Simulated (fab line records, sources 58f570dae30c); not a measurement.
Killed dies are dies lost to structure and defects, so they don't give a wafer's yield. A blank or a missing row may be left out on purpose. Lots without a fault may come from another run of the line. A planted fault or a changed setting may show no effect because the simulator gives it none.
fab line records | flow berkeley_cmos170
record lots=14 wafers=42 last_day=13
route steps=331 shown NWELL@26 PWELL@49 PFIELD@88 SCREENOX@102
lots that met no fault: from a run of the same line without faults
start_h: hours from the record's first day to the start of the lot's first wafer shown | wait_h: hours since the lot's step before | " the same as in the row above | L1.1+2: a row that stands for several wafers | - no value, or no start given | * or withheld: withheld | < > ~ a bound
route shown NAME@n: a module of which the file shows steps, and the number in the route of the first | usual: mean/standard deviation of fault-free wafers | same: alike in all rows | chamber/n: place in a boat | sites: the reading at each site | _std_site: their standard deviation | _edge_site: outer sites' mean less inner sites' | radius_mm: how far each site lies from the wafer's centre | mask NAME#n: copy n | behind: the tool/chamber that last shaped the wafer | hold: why the lot was held/for how many hours/how that ended | device: the transistor (n, p or np) that didn't switch | end of line: the same wafers' tests at the end of the route | a step without rows: its recipe alone | killed: dies lost to structure and defects at the first sort, not the wafer's yield | map: a wafer's dies, x killed, . not, _ none there
set.NAME: the setting as run; set.NAME@STEP: as run at that earlier step | model.NAME: the simulator's own value behind a step, which no gauge read
steps of the route over a sample of lots; a table a step, a row a wafer
services: from which hour (start_h, from the record's first day; less than 0 if before it) a tool's chamber was out of use, for how many hours, and why
## steps
# step UCB170_NWELL_OVL_MEAS_12
# usual NWELL_OVL=-2/6
# columns lot.wafer tool chamber start_h wait_h NWELL_OVL[nm]
L606.2 overlay-02 - 37.30 - -1
L606.3 " - " " -1
L606.6 " - " " 1
L608.1 overlay-01 - 45.37 - -10
L608.2 " - " " -10
L608.6 " - " " 1
L607.1 overlay-02 - 45.51 - 5
L607.2 " - " " 3
L607.5 " - " " 4
L609.1 overlay-01 - 53.19 - -1
L609.2 " - " " 6
L609.3 " - " " 10
L610.1 overlay-01 - 60.66 - -7
L610.2 " - " " -2
L610.5 " - " " 1
L612.1 overlay-01 - 68.13 - -5
L612.2 " - " " -4
L612.4 " - " " -11
L613.1 overlay-02 - 75.32 - -11
L613.5 " - " " -3
L613.6 " - " " -1
L615.2 overlay-02 - 83.47 - -5
L615.4 " - " " 1
L615.6 " - " " -2
L621.1 overlay-01 - 118.19 - -2
L621.2 " - " " -6
L621.3 " - " " -2
L622.2 overlay-02 - 118.44 - 1
L622.4 " - " " 5
L622.6 " - " " -1
L625.3 overlay-01 - 142.90 - -3
L625.4 " - " " 1
L625.5 " - " " -2
L628.1 overlay-01 - 144.78 - -13
L628.3 " - " " -16
L628.5 " - " " -17
L627.3 overlay-01 - 144.96 - 2
L627.4 " - " " 2
L627.5 " - " " 0
L629.1 overlay-02 - 148.09 - -2
L629.4 " - " " -5
L629.5 " - " " -6
# step UCB170_PWELL_IMPLANT_15
# recipe species=B dose_cm2=5e+12 energy_kev=60 tilt_deg=7
# usual dose_ions_cm2=5.001e+12/5.7e+09 faraday_current_uA=15.86/0.29
# same implant_ion_amu=11
# columns lot.wafer tool chamber start_h wait_h dose_ions_cm2 faraday_current_uA
L606.2 implanter-01 0 58.93 0.1 5.012e+12 15.74
L606.3 " 0 " " 4.998e+12 15.66
L606.6 " 0 " " 4.998e+12 15.89
L608.1 implanter-02 0 64.60 0.1 5e+12 15.66
L608.2 " 0 " " 4.996e+12 15.75
L608.6 " 0 " " 5.001e+12 15.71
L607.1 implanter-03 0 64.87 0.1 5.003e+12 16.51
L607.2 " 0 " " 4.998e+12 15.79
L607.5 " 0 " " 5.004e+12 16.13
L609.1 implanter-02 0 72.24 0.1 4.995e+12 15.78
L609.2 " 0 " " 5.001e+12 15.77
L609.3 " 0 " " 4.994e+12 16.15
L610.1 implanter-02 0 85.80 0.1 5.006e+12 16.07
L610.2 " 0 " " 5.005e+12 15.80
L610.5 " 0 " " 4.997e+12 16.03
L612.1 implanter-03 0 90.97 0.1 4.989e+12 15.54
L612.2 " 0 " " 5e+12 16.00
L612.4 " 0 " " 5.006e+12 15.46
L613.1 implanter-02 0 97.40 0.1 9.522e+12 30.29
L613.5 " 0 " " 9.526e+12 30.05
L613.6 " 0 " " 9.528e+12 29.14
L615.2 implanter-02 0 102.14 0.1 9.532e+12 29.52
L615.4 " 0 " " 9.533e+12 30.58
L615.6 " 0 " " 9.534e+12 29.39
L622.2 implanter-03 0 141.04 0.1 5e+12 15.72
L622.4 " 0 " " 5.004e+12 15.72
L622.6 " 0 " " 5.006e+12 15.47
L621.1 implanter-01 0 141.21 0.1 4.998e+12 16.40
L621.2 " 0 " " 4.998e+12 16.52
L621.3 " 0 " " 4.995e+12 16.10
L625.3 implanter-02 0 162.85 0.1 5e+12 15.85
L625.4 " 0 " " 4.996e+12 15.73
L625.5 " 0 " " 4.999e+12 15.50
L628.1 implanter-03 0 163.07 0.1 5.003e+12 15.76
L628.3 " 0 " " 5.011e+12 15.88
L628.5 " 0 " " 5.002e+12 15.65
L627.3 implanter-02 0 163.67 0.1 5e+12 15.59
L627.4 " 0 " " 5.012e+12 16.03
L627.5 " 0 " " 5.003e+12 15.77
L629.1 implanter-03 0 167.34 0.1 4.997e+12 15.69
L629.4 " 0 " " 4.999e+12 15.64
L629.5 " 0 " " 5.006e+12 15.37
# step UCB170_PWELL_TW_MEAS_17
# usual PWELL_TW=381/3.9
# columns lot.wafer tool chamber start_h wait_h PWELL_TW
L606.2 film_metro-02 - 59.16 0.1 376
L606.3 " - " " 375
L606.6 " - " " 376
L608.1 film_metro-03 - 64.85 0.1 380
L608.2 " - " " 381
L608.6 " - " " 380
L607.1 film_metro-04 - 65.12 0.1 385
L607.2 " - " " 384
L607.5 " - " " 387
L609.1 film_metro-02 - 72.49 0.1 375
L609.2 " - " " 375
L609.3 " - " " 376
L610.1 film_metro-04 - 86.05 0.1 385
L610.2 " - " " 386
L610.5 " - " " 384
L612.1 film_metro-02 - 91.22 0.1 379
L612.2 " - " " 378
L612.4 " - " " 377
L613.1 film_metro-02 - 97.65 0.1 457
L613.5 " - " " 456
L613.6 " - " " 454
L615.2 film_metro-02 - 102.37 0.1 456
L615.4 " - " " 456
L615.6 " - " " 454
L622.2 film_metro-04 - 141.27 0.1 385
L622.4 " - " " 383
L622.6 " - " " 381
L621.1 film_metro-03 - 141.46 0.1 379
L621.2 " - " " 379
L621.3 " - " " 382
L625.3 film_metro-04 - 163.07 0.1 387
L625.4 " - " " 385
L625.5 " - " " 386
L628.1 film_metro-04 - 163.32 0.1 386
L628.3 " - " " 384
L628.5 " - " " 382
L627.3 film_metro-04 - 163.89 0.1 383
L627.4 " - " " 384
L627.5 " - " " 385
L629.1 film_metro-04 - 167.59 0.1 385
L629.4 " - " " 383
L629.5 " - " " 385
# step UCB170_PFIELD_TW_MEAS_09
# usual PFIELD_TW=604/5.9
# columns lot.wafer tool chamber start_h wait_h PFIELD_TW
L606.2 film_metro-01 - 97.24 0.1 602
L606.3 " - " " 602
L606.6 " - " " 603
L608.1 film_metro-02 - 102.22 0.1 594
L608.2 " - " " 593
L608.6 " - " " 597
L609.1 film_metro-01 - 108.70 0.1 604
L609.2 " - " " 605
L609.3 " - " " 604
L607.1 film_metro-04 - 108.90 0.1 604
L607.2 " - " " 611
L607.5 " - " " 605
L610.1 film_metro-04 - 139.99 0.1 612
L610.2 " - " " 610
L610.5 " - " " 612
L613.1 film_metro-01 - 140.44 0.1 608
L613.5 " - " " 608
L613.6 " - " " 609
L612.1 film_metro-01 - 140.54 0.1 606
L612.2 " - " " 605
L612.4 " - " " 607
L615.2 film_metro-04 - 147.21 0.1 609
L615.4 " - " " 610
L615.6 " - " " 610
L621.1 film_metro-01 - 178.71 0.1 598
L621.2 " - " " 600
L621.3 " - " " 601
L622.2 film_metro-04 - 179.00 0.1 605
L622.4 " - " " 606
L622.6 " - " " 605
L628.1 film_metro-04 - 208.19 0.1 605
L628.3 " - " " 607
L628.5 " - " " 610
L625.3 film_metro-01 - 208.86 0.1 604
L625.4 " - " " 598
L625.5 " - " " 605
L629.1 film_metro-02 - 209.36 0.1 593
L629.4 " - " " 599
L629.5 " - " " 591
L627.3 film_metro-04 - 209.38 0.1 609
L627.4 " - " " 605
L627.5 " - " " 607
# step UCB170_SCREENOX_THK_MEAS_02
# recipe reads=SiO2_of_SCREENOX_OXIDATION_01
# usual SCREENOX_OXIDE_THK=14.33/0.3
# columns lot.wafer tool chamber start_h wait_h SCREENOX_OXIDE_THK[nm]
L607.1 film_metro-03 - 133.06 0.0 13.96
L607.2 " - " " 14.34
L607.5 " - " " 14.03
L608.1 film_metro-01 - 133.06 0.0 13.77
L608.2 " - " " 14.08
L608.6 " - " " 14.26
L606.2 film_metro-02 - 133.09 0.0 13.80
L606.3 " - " " 14.01
L606.6 " - " " 13.54
L609.1 film_metro-03 - 133.12 0.1 14.79
L609.2 " - " " 14.75
L609.3 " - " " 14.77
L613.1 film_metro-03 - 163.87 0.0 14.26
L613.5 " - " " 14.32
L613.6 " - " " 14.18
L612.1 film_metro-03 - 163.93 0.1 14.02
L612.2 " - " " 13.97
L612.4 " - " " 13.88
L610.1 film_metro-01 - 163.93 0.1 14.49
L610.2 " - " " 14.24
L610.5 " - " " 14.24
L615.2 film_metro-02 - 173.41 0.0 14.72
L615.4 " - " " 14.69
L615.6 " - " " 14.89
L621.1 film_metro-03 - 209.44 0.0 14.31
L621.2 " - " " 14.55
L621.3 " - " " 14.35
L622.2 film_metro-02 - 209.45 0.0 14.26
L622.4 " - " " 14.15
L622.6 " - " " 14.00
L629.1 film_metro-03 - 238.24 0.0 14.34
L629.4 " - " " 14.52
L629.5 " - " " 14.40
L627.3 film_metro-01 - 238.25 0.0 14.59
L627.4 " - " " 14.65
L627.5 " - " " 14.26
L628.1 film_metro-02 - 238.29 0.1 14.12
L628.3 " - " " 14.49
L628.5 " - " " 14.15
L625.3 film_metro-01 - 238.31 0.1 14.00
L625.4 " - " " 13.99
L625.5 " - " " 14.06
## services
# columns tool chamber start_h hours kind
implanter-03 - 72.03 9.7 repair
implanter-01 - 134.00 3.9 pm
## key
first_sign step=UCB170_PWELL_IMPLANT_15 reading=dose_ions_cm2 direction=up sigmas=99+ usual=5.001e+12 struck=9.529e+12
effect step=UCB170_PWELL_IMPLANT_15 reading=faraday_current_uA direction=up sigmas=48 usual=15.86 struck=29.83
effect step=UCB170_PWELL_TW_MEAS_17 reading=PWELL_TW direction=up sigmas=19 usual=381 struck=456
met_at UCB170_PWELL_IMPLANT_15
struck_lots L613,L615
tester_left_out L613,L615
not_acting_at UCB170_NWELL_OVL_MEAS_12,UCB170_PFIELD_TW_MEAS_09,UCB170_SCREENOX_THK_MEAS_02
onset_between 85.80 97.40
fault kind=process_parameter_drift tool=implanter-02 chamber=- onset_h=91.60 steps=UCB170_PWELL_IMPLANT_15 channel=dose_cm2 offset=4.5311e+12 shape=step end_h=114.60 acts_in=these_recipes_only stated=5e+12
# tester_left_out: of these lots the tester's yield and bins aren't shown, on N5 and GAA mostly nor the transistor test; their killed dies are dies lost to structure and defects alone, not to doping, threshold or leakage, so they don't give the yield
